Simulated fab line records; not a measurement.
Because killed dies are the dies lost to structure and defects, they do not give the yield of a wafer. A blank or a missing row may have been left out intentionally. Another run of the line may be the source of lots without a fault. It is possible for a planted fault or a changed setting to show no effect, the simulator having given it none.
Split-lot trial ; flow rit cmos ; 23 wafers read across 5 lots, on a route 202 steps long

ABOUT THE SPLIT
At RIT_ACTIVE_OXIDATION_01 (target thk 46.8 nm, ox time 3360 s), the setting ox time s was moved away from the recipe's 3360 s on 20 of the 23 wafers read, by -13.2% to +8.8%. All remaining wafers had this setting at the recipe value.

The split's own step is where the reading is taken.

THE READING
SiO2_of_ACTIVE_OXIDATION_01.thk nm (the simulator's own value, which no gauge read), in nm, at RIT_ACTIVE_OXIDATION_01 (target thk 46.8 nm, ox time 3360 s). The file gives no usual value for it. Here, 3 wafers ran the recipe; their average is 49.20 nm with a standard deviation of 0.32 nm.

wafer;tool, chamber at the split;ox time s as run, s;against the recipe;SiO2_of_ACTIVE_OXIDATION_01.thk nm, nm;against lot-mates on the recipe
L074.3;furnace-04, 0;3360;recipe;49.32;-
L074.4;furnace-04, 0;3360;recipe;48.76;-
L074.5;furnace-04, 0;3360;recipe;49.52;-
L077.1;-, -;2941;-12.5%;44.09;no lot-mate on the recipe
L077.2;-, -;2941;-12.5%;44.28;no lot-mate on the recipe
L077.3;-, -;2941;-12.5%;43.95;no lot-mate on the recipe
L077.4;-, -;2941;-12.5%;44.31;no lot-mate on the recipe
L077.6;-, -;2941;-12.5%;45.03;no lot-mate on the recipe
L078.2;-, -;3655;+8.8%;48.96;no lot-mate on the recipe
L078.3;-, -;3655;+8.8%;48.35;no lot-mate on the recipe
L078.4;-, -;3655;+8.8%;48.06;no lot-mate on the recipe
L078.5;-, -;3655;+8.8%;48.68;no lot-mate on the recipe
L078.6;-, -;3655;+8.8%;48.7;no lot-mate on the recipe
L080.1;-, -;3089;-8.1%;43.8;no lot-mate on the recipe
L080.2;-, -;3089;-8.1%;44.06;no lot-mate on the recipe
L080.3;-, -;3089;-8.1%;44.1;no lot-mate on the recipe
L080.4;-, -;3089;-8.1%;43.88;no lot-mate on the recipe
L080.5;-, -;3089;-8.1%;43.42;no lot-mate on the recipe
L083.1;-, -;2916;-13.2%;44.75;no lot-mate on the recipe
L083.2;-, -;2916;-13.2%;43.87;no lot-mate on the recipe
L083.3;-, -;2916;-13.2%;43.71;no lot-mate on the recipe
L083.5;-, -;2916;-13.2%;43.8;no lot-mate on the recipe
L083.6;-, -;2916;-13.2%;44.29;no lot-mate on the recipe

FIT RESULTS
A straight line over all 23 wafers: SiO2_of_ACTIVE_OXIDATION_01.thk nm changes by +0.235 nm for each +1% of ox time s; r = +0.88; the points scatter about the line by 1.1 nm.
Too few moved wafers with a lot-mate on the recipe to fit a line net of each lot's own level.

FILE'S OWN FIT
SiO2_of_ACTIVE_OXIDATION_01.thk nm changes by +0.235 nm for each +1% of ox time s, r = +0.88.
